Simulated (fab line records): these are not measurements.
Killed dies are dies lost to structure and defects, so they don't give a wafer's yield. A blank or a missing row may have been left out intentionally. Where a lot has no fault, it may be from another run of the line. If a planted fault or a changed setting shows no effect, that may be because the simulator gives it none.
Problem report in the 8D (eight disciplines) form, filled by code    flow ritCmos    the parts of the form that need people (team, actions taken, sign-off) are left out

1. WHAT WENT WRONG
Wafers without a fault read 1.8 with a standard deviation of 1.2, while killedOnRim at RIT_M1_PROBE_99 averages 11.7 across 3 wafers of 1 lot. Relative to the usual mean, that is a shift of +8.2 standard deviations.
First observed at day 8 04:49: wafer L715.3, on prober-02. Wafers with a number at this step in the record: 12, from 4 lots. Rule for "out" (also "out of limits"): further than 4 standard deviations from the usual mean. The other wafers with a number count as sound.

2. WHAT IT IS, AND WHAT IT ISN'T
question                     is                                         is not
which readings at this step  killedOnRim, killedAtFrontEnd, killedDies  killedAtContacts, killedOpen, killedShort
which lots                   L715                                       L699, L700, L706
which wafers of those lots   all that have a number                     -
read on which tools          prober-02                                  prober-01
when                         from day 8 04:49                           up to then (9 sound wafers)

3. WHAT RULES OUT EACH SUSPECT
Counting: any tool at a process step up to the reading is kept as a suspect provided that every lot that is out went through it and no sound lot did after the first of them.
- wetBench-04 at RIT_GATE_CLEAN_04 (cleans in dHF, time 60 s): kept. It ran the lot that is out, L715 (day 7 02:41), and no sound lot after that.
- prober-02 at RIT_M1_PROBE_99: kept. It ran the lot that is out, L715 (day 8 04:49), and no sound lot after that; its last sound lot up to then is L699 (day 4 22:23). On those wafers its own readings are out: killedAtFrontEnd, killedDies, killedOnRim.
What counting leaves: wetBench-04 at RIT_GATE_CLEAN_04 and prober-02 at RIT_M1_PROBE_99.

4. THE CAUSE (what the simulator had put in)
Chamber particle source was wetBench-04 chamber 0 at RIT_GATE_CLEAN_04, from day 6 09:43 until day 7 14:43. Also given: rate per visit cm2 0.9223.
2 suspects survive the count, and this tool is in that group.

5. THE CHAIN OF EFFECTS, in route order
Rows list readings where the struck wafers' mean (over those with a number) sits beyond 3 standard deviations from the usual. Scope: only readings with a usual standard deviation given in the record; hours: median across lots of the time from each lot's start at the first step in this table that gives one to its start at this step; sigmas: change in usual standard deviations.
hours  step             reading           usual  on struck wafers  change  sigmas
0      RIT_M1_PROBE_99  killedAtFrontEnd  7      34                +27     +9.0
0      RIT_M1_PROBE_99  killedDies        7      34                +27     +9.0
0      RIT_M1_PROBE_99  killedOnRim       1.8    11.7              +9.9    +8.2
It contains these process steps:
- RIT_M1_PROBE_99

6. HOW IT WOULD HAVE BEEN CAUGHT EARLIER
In this record no reading fell out of limits until day 8 04:49, 43 hours after the fault had begun at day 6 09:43.
By day 8 04:49, every lot that is out (1) had started RIT_GATE_CLEAN_04 on wetBench-04. Had the tool been put on hold then, not one of them would have been saved.
